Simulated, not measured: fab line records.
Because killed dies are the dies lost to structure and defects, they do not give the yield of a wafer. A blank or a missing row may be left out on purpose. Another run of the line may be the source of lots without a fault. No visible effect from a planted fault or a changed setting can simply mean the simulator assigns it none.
Split-lot experiment	flow berkeley_cmos170	route with 331 steps; 5 lots, 23 wafers read

SPLIT DETAILS
At UCB170_M2_METAL_ETCH_18 (etches Al in Cl2/BCl3, stops on SiO2, target depth 1170 nm, time 195 s), the setting icp_w was moved away from the recipe's 600 W on 9 of the 23 wafers read, by -11.2% to +7.1%. For the rest of the wafers, this setting stayed at what the recipe calls for.

The file shows no step between the split and the reading.

THE READING
oes_product_au, in a.u., at UCB170_M2_STRIP_19 (strips in O2). On this fab line, fault-free wafers typically give 0.535 a.u. with a standard deviation of 0.017 a.u.

wafer	tool, chamber at the split	icp_w as run, W	against the recipe	oes_product_au, a.u.	against lot-mates on the recipe
L077.1	rie_metal-02, 1	574.5	-4.2%	0.582	+0.049
L077.2	rie_metal-02, 0	574.5	-4.2%	0.535	+0.003
L077.4	rie_metal-02, 0	600	recipe	0.522	-
L077.5	rie_metal-02, 1	600	recipe	0.543	-
L077.6	rie_metal-02, 0	574.5	-4.2%	0.537	+0.005
L075.1	rie_metal-03, 0	642.4	+7.1%	0.507	-0.035
L075.2	rie_metal-03, 1	600	recipe	0.535	-
L075.3	rie_metal-03, 1	642.4	+7.1%	0.488	-0.054
L075.4	rie_metal-03, 0	600	recipe	0.550	-
L075.6	rie_metal-03, 0	600	recipe	0.541	-
L076.1	rie_metal-02, 1	568.6	-5.2%	0.566	+0.053
L076.2	rie_metal-02, 0	600	recipe	0.499	-
L076.4	rie_metal-02, 1	568.6	-5.2%	0.567	+0.054
L076.5	rie_metal-02, 1	600	recipe	0.545	-
L076.6	rie_metal-02, 0	600	recipe	0.496	-
L079.1	rie_metal-03, 0	600	recipe	0.514	-
L079.2	rie_metal-03, 1	600	recipe	0.530	-
L079.4	rie_metal-03, 0	600	recipe	0.525	-
L079.5	rie_metal-03, 0	532.7	-11.2%	0.599	+0.076
L079.6	rie_metal-03, 1	532.7	-11.2%	0.590	+0.067
L083.2	rie_metal-03, 0	600	recipe	0.526	-
L083.3	rie_metal-03, 0	600	recipe	0.535	-
L083.5	rie_metal-03, 1	600	recipe	0.524	-

FIT RESULTS
A straight line over all 23 wafers: oes_product_au changes by -0.00559 a.u. for each +1% of icp_w; r = -0.84; the points scatter about the line by 0.016 a.u.
The same after taking each lot's own level away (the mean of its wafers on the recipe; 23 wafers): -0.00655 a.u. for each +1%; r = -0.89; scatter 0.015 a.u.
Per that fit: largest icp_w move, reading shift of 0.073 a.u.
From 0.5133 to 0.5420 a.u.: that is the span of the lots' own levels, equal to 1.7 times the standard deviation above.
Thus the slope moves with the lot-to-lot level: the two fits are different.
Check: +0.0731 a.u. against its lot-mates is what the line predicts for one of the wafers moved furthest among these (-11.2%) when that wafer is left out of the fit. It came out at +0.076 a.u. against them.

ADDITIONAL SPLITS CARRIED BY THESE WAFERS
Before the reading, these wafers also passed through other splits. Each is held against what the fit with the lots' levels taken away leaves over:
other split on the same wafers	wafers away from the commonest value	r with oes_product_au (lot level and that fit taken away)
UCB170_SILICIDE_SPUTTER_01 time_s	10	-0.16
UCB170_V1_CMP_02 leave_above_ref_nm	5	-0.09
UCB170_V1_ETCH_14 rf_w	5	-0.12

THE WHOLE CHAIN: every reading that the file lists as answering this split, in the file's order
step	what it does	reading	change (the file's fit)	r (the file's)
UCB170_M2_METAL_ETCH_18	etches Al in Cl2/BCl3, stops on SiO2, target depth 1170 nm, time 195 s	KrF_of_M2_COAT_10.thk_nm (the simulator's own value, which no gauge read)	-6.74 nm for each +1% of the setting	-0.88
UCB170_M2_STRIP_19	strips in O2	oes_product_au	-0.00663 a.u. for each +1% of the setting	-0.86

FILE'S OWN FIT
oes_product_au changes by -0.00663 a.u. for each +1% of icp_w, r = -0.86.
